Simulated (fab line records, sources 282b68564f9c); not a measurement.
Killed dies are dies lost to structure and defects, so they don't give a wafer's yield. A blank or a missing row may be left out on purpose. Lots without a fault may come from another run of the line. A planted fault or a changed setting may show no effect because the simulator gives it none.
fab line records | flow rit_cmos
record lots=15 wafers=45 last_day=7
route steps=202 shown GATE@76 M1@202
lots that met no fault: from a run of the same line without faults
start_h: hours from the record's first day to the start of the lot's first wafer shown | wait_h: hours since the lot's step before | " the same as in the row above | L1.1+2: a row that stands for several wafers | - no value, or no start given | * or withheld: withheld | < > ~ a bound
route shown NAME@n: a module of which the file shows steps, and the number in the route of the first | usual: mean/standard deviation of fault-free wafers | same: alike in all rows | chamber/n: place in a boat | sites: the reading at each site | _std_site: their standard deviation | _edge_site: outer sites' mean less inner sites' | radius_mm: how far each site lies from the wafer's centre | mask NAME#n: copy n | behind: the tool/chamber that last shaped the wafer | hold: why the lot was held/for how many hours/how that ended | device: the transistor (n, p or np) that didn't switch | end of line: the same wafers' tests at the end of the route | a step without rows: its recipe alone | killed: dies lost to structure and defects at the first sort, not the wafer's yield | map: a wafer's dies, x killed, . not, _ none there
set.NAME: the setting as run; set.NAME@STEP: as run at that earlier step | model.NAME: the simulator's own value behind a step, which no gauge read
steps of the route over a sample of lots; a table a step, a row a wafer
## steps
# step RIT_GATE_CLEAN_01
# recipe chemistry=SC1 mix=3:3:50 time_s=607.7 temp_c=75
# usual bath_guard_temp_C=75.1/0.55 bath_heat_duty_pct=15.2/1.3 temp_c=74.97/0.12
# columns lot.wafer tool chamber start_h wait_h bath_guard_temp_C bath_heat_duty_pct temp_c
L938.1 wet_bench-01 2 33.91 0.0 75.9 13.4 75.04
L938.4 " 2 " " 75.7 14.9 74.96
L938.5 " 2 " " 75.5 15.7 75.01
L939.1 wet_bench-01 2 38.87 0.0 75.7 13.7 74.78
L939.2 " 2 " " 75.6 16.0 74.89
L939.4 " 2 " " 75.7 15.6 74.86
L940.2 wet_bench-01 0 44.22 0.0 75.3 16.4 74.97
L940.3 " 0 " " 75.2 16.3 75.21
L940.4 " 0 " " 75.0 17.2 74.90
L941.4 wet_bench-02 1 49.17 0.0 75.7 14.2 75.05
L941.5 " 1 " " 75.9 15.8 75.15
L941.6 " 1 " " 75.5 15.4 75.13
L944.3 wet_bench-01 0 63.92 0.0 75.0 16.2 74.98
L944.4 " 0 " " 75.4 17.0 74.99
L944.6 " 0 " " 75.1 16.3 74.95
L945.1 wet_bench-03 2 69.26 0.0 74.7 15.8 74.97
L945.2 " 2 " " 74.5 17.2 74.98
L945.5 " 2 " " 74.5 14.5 74.93
L947.1 wet_bench-01 1 82.42 0.0 74.2 14.2 74.71
L947.5 " 1 " " 74.3 13.2 74.91
L947.6 " 1 " " 74.4 14.2 74.88
L949.1 wet_bench-01 0 93.24 0.0 74.6 16.7 75.09
L949.5 " 0 " " 75.2 15.8 74.96
L949.6 " 0 " " 75.1 16.1 75.02
L950.1 wet_bench-03 3 99.73 0.0 75.9 17.3 74.92
L950.3 " 3 " " 76.2 17.4 74.80
L950.6 " 3 " " 76.2 17.4 74.83
L951.4 wet_bench-03 0 107.52 0.0 75.3 15.0 74.84
L951.5 " 0 " " 75.5 15.2 75.00
L951.6 " 0 " " 74.9 13.9 74.92
L952.2 wet_bench-02 0 112.91 0.0 75.4 15.1 74.83
L952.3 " 0 " " 75.3 15.2 74.89
L952.4 " 0 " " 75.5 14.9 74.86
L954.1 wet_bench-02 2 125.86 0.0 - - -
L954.2 " 2 " " - - -
L954.4 " 2 " " - - -
L955.1 wet_bench-01 3 126.15 0.0 - - -
L955.3 " 3 " " - - -
L955.5 " 3 " " - - -
L956.3 wet_bench-03 1 136.72 0.0 - - -
L956.5 " 1 " " - - -
L956.6 " 1 " " - - -
L961.1 wet_bench-03 1 150.44 0.0 74.6 13.0 74.99
L961.4 " 1 " " 74.7 13.0 75.09
L961.6 " 1 " " 74.7 13.6 75.04
# step RIT_M1_PROBE_99
# usual killed_at_contacts=0.1/0.23 killed_at_front_end=6.6/2.9 killed_dies=6.7/3 killed_open=3.5/2.1 killed_short=3.2/1.8
# same gross_dies=264 killed_at_M0_to_M3=0 killed_at_M4_up=0 killed_at_back_side=0 killed_at_other=0
# columns lot.wafer tool chamber start_h wait_h killed_at_contacts killed_at_front_end killed_dies killed_open killed_short
L938.1 prober-02 - 61.20 0.1 0 8 8 4 4
L938.4 prober-02 - 61.35 0.2 0 7 7 2 5
L938.5 prober-02 - 61.40 0.2 0 7 7 3 4
L939.1 prober-01 - 66.89 0.1 1 10 11 5 6
L939.2 prober-01 - 66.94 0.1 0 10 10 3 7
L939.4 prober-01 - 67.04 0.2 0 9 9 3 6
L940.2 prober-02 - 72.61 0.1 0 1 1 0 1
L940.3 prober-02 - 72.66 0.2 0 8 8 4 4
L940.4 prober-02 - 72.71 0.2 0 4 4 2 2
L941.4 prober-01 - 74.88 0.2 0 2 2 0 2
L941.5 prober-01 - 74.93 0.2 0 9 9 6 3
L941.6 prober-01 - 74.98 0.2 1 9 10 5 5
L944.3 prober-01 - 90.29 0.2 0 5 5 2 3
L944.4 prober-01 - 90.34 0.2 0 8 8 7 1
L944.6 prober-01 - 90.44 0.2 0 11 11 4 7
L945.1 prober-02 - 100.83 0.1 0 10 10 8 2
L945.2 prober-02 - 100.88 0.1 0 5 5 4 1
L945.5 prober-02 - 101.03 0.2 0 5 5 3 2
L947.1 prober-01 - 111.01 0.1 0 11 11 6 5
L947.5 prober-01 - 111.21 0.2 0 2 2 2 0
L947.6 prober-01 - 111.26 0.2 0 6 6 3 3
L949.1 prober-01 - 126.85 0.1 0 8 8 6 2
L949.5 prober-01 - 127.05 0.2 0 7 7 5 2
L949.6 prober-01 - 127.10 0.2 0 11 11 8 3
L950.1 prober-02 - 138.05 0.1 0 1 1 0 1
L950.3 prober-02 - 138.15 0.2 0 6 6 4 2
L950.6 prober-02 - 138.30 0.2 0 6 6 3 3
L951.4 prober-01 - 147.24 0.2 0 3 3 2 1
L951.5 prober-01 - 147.29 0.2 0 8 8 3 5
L951.6 prober-01 - 147.34 0.2 0 5 5 2 3
L952.2 prober-01 - 150.23 0.1 0 12 12 5 7
L952.3 prober-01 - 150.28 0.2 0 6 6 5 1
L952.4 prober-01 - 150.33 0.2 0 10 10 2 8
L954.1 prober-02 - 154.27 0.1 0 6 6 5 1
L954.2 prober-02 - 154.32 0.1 0 8 8 6 2
L954.4 prober-02 - 154.42 0.2 0 1 1 0 1
L955.1 prober-01 - 155.77 0.1 0 4 4 1 3
L955.3 prober-01 - 155.87 0.2 0 5 5 3 2
L955.5 prober-01 - 155.97 0.2 0 3 3 2 1
L956.3 prober-02 - 172.76 0.2 0 12 12 7 5
L956.5 prober-02 - 172.86 0.2 1 10 11 8 3
L956.6 prober-02 - 172.91 0.2 0 9 9 3 6
L961.1 prober-02 - 177.62 0.1 0 8 8 5 3
L961.4 prober-02 - 177.77 0.2 0 6 6 2 4
L961.6 prober-02 - 177.87 0.2 0 6 6 1 5
# killed by level:class
L938.1 FOX1:geometric_particle:short=3 GATE:geometric_particle:open=3 FOX2:geometric_particle:open=1 SPACER:geometric_particle:short=1
L938.4 FOX2:geometric_particle:short=2 FOX1:geometric_particle:short=1 REOX:geometric_particle:short=1 SPACER:geometric_particle:short=1 SPACER:geometric_particle:open=1 SILICIDE:geometric_particle:open=1
L938.5 REOX:geometric_particle:short=2 SPACER:geometric_particle:open=2 SPACER:geometric_particle:short=1 SILICIDE:geometric_particle:open=1 SILICIDE:geometric_particle:short=1
L939.1 REOX:geometric_particle:short=3 REOX:geometric_particle:open=2 SILICIDE:geometric_particle:open=2 SILICIDE:geometric_particle:short=2 GATE:geometric_particle:short=1 CONTACT:geometric_particle:open=1
L939.2 GATE:geometric_particle:short=4 REOX:geometric_particle:short=2 REOX:geometric_particle:open=2 FOX1:geometric_particle:short=1 GATE:geometric_particle:open=1
L939.4 FOX1:geometric_particle:short=2 SPACER:geometric_particle:short=2 SILICIDE:geometric_particle:short=2 GATE:geometric_particle:open=1 SPACER:geometric_particle:open=1 SILICIDE:geometric_particle:open=1
L940.2 FOX1:geometric_particle:short=1
L940.3 SPACER:geometric_particle:open=3 GATE:geometric_particle:short=2 FOX2:geometric_particle:short=1 FOX2:geometric_particle:open=1 SPACER:geometric_particle:short=1
L940.4 FOX2:geometric_particle:open=1 FOX2:geometric_particle:short=1 GATE:geometric_particle:open=1 SPACER:geometric_particle:short=1
L941.4 FOX2:geometric_particle:short=1 SPACER:geometric_particle:short=1
L941.5 SILICIDE:geometric_particle:open=3 FOX1:geometric_particle:open=2 FOX1:geometric_particle:short=1 GATE:geometric_particle:open=1 GATE:geometric_particle:short=1 SILICIDE:geometric_particle:short=1
L941.6 GATE:geometric_particle:open=2 GATE:geometric_particle:short=2 FOX1:geometric_particle:open=1 FOX2:geometric_particle:open=1 SPACER:geometric_particle:short=1 SPACER:geometric_particle:open=1 SILICIDE:geometric_particle:short=1 CONTACT:geometric_particle:short=1
L944.3 FOX2:geometric_particle:open=1 FOX2:geometric_particle:short=1 REOX:geometric_particle:open=1 REOX:geometric_particle:short=1 SPACER:geometric_particle:short=1
L944.4 GATE:geometric_particle:open=3 FOX2:geometric_particle:open=1 REOX:geometric_particle:open=1 SPACER:geometric_particle:short=1 SPACER:geometric_particle:open=1 SILICIDE:geometric_particle:open=1
L944.6 SPACER:geometric_particle:short=4 REOX:geometric_particle:open=2 FOX2:geometric_particle:short=1 GATE:geometric_particle:open=1 REOX:geometric_particle:short=1 SILICIDE:geometric_particle:open=1 SILICIDE:geometric_particle:short=1
L945.1 GATE:geometric_particle:open=3 REOX:geometric_particle:open=3 ACTIVE:geometric_particle:open=1 FOX2:geometric_particle:open=1 GATE:geometric_particle:short=1 REOX:geometric_particle:short=1
L945.2 FOX2:geometric_particle:open=2 GATE:geometric_particle:open=1 SPACER:geometric_particle:open=1 SILICIDE:geometric_particle:short=1
L945.5 GATE:geometric_particle:open=3 FOX1:geometric_particle:short=1 SILICIDE:geometric_particle:short=1
L947.1 FOX1:geometric_particle:open=3 FOX1:geometric_particle:short=2 GATE:geometric_particle:short=2 GATE:geometric_particle:open=1 REOX:geometric_particle:open=1 SPACER:geometric_particle:open=1 SILICIDE:geometric_particle:short=1
L947.5 REOX:geometric_particle:open=2
L947.6 FOX1:geometric_particle:short=2 REOX:geometric_particle:open=2 GATE:geometric_particle:short=1 SPACER:geometric_particle:open=1
L949.1 FOX1:geometric_particle:open=2 GATE:geometric_particle:open=2 FOX2:geometric_particle:short=1 FOX2:geometric_particle:open=1 SILICIDE:geometric_particle:short=1 SPACER:geometric_particle:open=1
L949.5 GATE:geometric_particle:open=3 FOX1:geometric_particle:short=1 GATE:geometric_particle:short=1 SPACER:geometric_particle:open=1 SILICIDE:geometric_particle:open=1
L949.6 GATE:geometric_particle:open=6 FOX2:geometric_particle:open=1 FOX2:geometric_particle:short=1 GATE:geometric_particle:short=1 REOX:geometric_particle:open=1 REOX:geometric_particle:short=1
L950.1 REOX:geometric_particle:short=1
L950.3 GATE:geometric_particle:open=2 SILICIDE:geometric_particle:open=2 GATE:geometric_particle:short=1 SILICIDE:geometric_particle:short=1
L950.6 FOX2:geometric_particle:open=2 FOX1:geometric_particle:short=1 FOX1:geometric_particle:open=1 GATE:geometric_particle:short=1 SILICIDE:geometric_particle:short=1
L951.4 FOX1:geometric_particle:open=1 SPACER:geometric_particle:short=1 SPACER:geometric_particle:open=1
L951.5 SPACER:geometric_particle:short=2 SILICIDE:geometric_particle:short=2 FOX2:geometric_particle:open=1 GATE:geometric_particle:open=1 REOX:geometric_particle:open=1 REOX:geometric_particle:short=1
L951.6 FOX1:geometric_particle:short=1 FOX2:geometric_particle:short=1 SILICIDE:geometric_particle:open=1 REOX:geometric_particle:open=1 SPACER:geometric_particle:short=1
L952.2 GATE:geometric_particle:open=4 REOX:geometric_particle:short=3 SPACER:geometric_particle:short=2 FOX1:geometric_particle:open=1 GATE:geometric_particle:short=1 SILICIDE:geometric_particle:short=1
L952.3 GATE:geometric_particle:open=3 FOX1:geometric_particle:open=1 FOX1:geometric_particle:short=1 SILICIDE:geometric_particle:open=1
L952.4 REOX:geometric_particle:short=3 FOX2:geometric_particle:short=2 FOX1:geometric_particle:open=1 FOX1:geometric_particle:short=1 GATE:geometric_particle:short=1 GATE:geometric_particle:open=1 SPACER:geometric_particle:short=1
L954.1 GATE:geometric_particle:open=3 FOX1:geometric_particle:open=1 FOX2:geometric_particle:open=1 SILICIDE:geometric_particle:short=1
L954.2 SILICIDE:geometric_particle:open=3 FOX1:geometric_particle:open=1 FOX1:geometric_particle:short=1 GATE:geometric_particle:open=1 GATE:geometric_particle:short=1 REOX:geometric_particle:open=1
L954.4 GATE:geometric_particle:short=1
L955.1 GATE:geometric_particle:short=3 GATE:geometric_particle:open=1
L955.3 GATE:geometric_particle:open=2 SPACER:geometric_particle:short=1 SILICIDE:geometric_particle:open=1 SILICIDE:geometric_particle:short=1
L955.5 GATE:geometric_particle:open=1 SPACER:geometric_particle:short=1 SILICIDE:geometric_particle:open=1
L956.3 GATE:geometric_particle:open=3 SILICIDE:geometric_particle:short=2 GATE:geometric_particle:short=2 REOX:geometric_particle:open=2 FOX1:geometric_particle:short=1 FOX2:geometric_particle:open=1 SILICIDE:geometric_particle:open=1
L956.5 GATE:geometric_particle:open=4 FOX1:geometric_particle:open=3 SILICIDE:geometric_particle:short=2 FOX1:geometric_particle:short=1 CONTACT:geometric_particle:open=1
L956.6 FOX1:geometric_particle:short=2 GATE:geometric_particle:open=2 SILICIDE:geometric_particle:short=2 REOX:geometric_particle:short=1 SPACER:geometric_particle:short=1 SILICIDE:geometric_particle:open=1
L961.1 SILICIDE:geometric_particle:open=3 GATE:geometric_particle:open=2 GATE:geometric_particle:short=2 SILICIDE:geometric_particle:short=1
L961.4 GATE:geometric_particle:open=2 SILICIDE:geometric_particle:short=2 ACTIVE:geometric_particle:short=1 SPACER:geometric_particle:short=1
L961.6 SPACER:geometric_particle:short=3 GATE:geometric_particle:short=1 REOX:geometric_particle:open=1 SILICIDE:geometric_particle:short=1
## key
first_sign step=RIT_GATE_CLEAN_01 reading=tool_record direction=missing
effect none on later readings
met_at RIT_GATE_CLEAN_01
struck_lots L954,L955,L956
tester_left_out L954,L955,L956
onset_between 112.91 125.86
fault kind=skipped_step_whole tool=wet_bench-01,wet_bench-02,wet_bench-03 chamber=- onset_h=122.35 steps=RIT_GATE_CLEAN_01 scope=struck_lots_only
# tester_left_out: of these lots the tester's yield and bins aren't shown, on N5 and GAA mostly nor the transistor test; their killed dies are dies lost to structure and defects alone, not to doping, threshold or leakage, so they don't give the yield
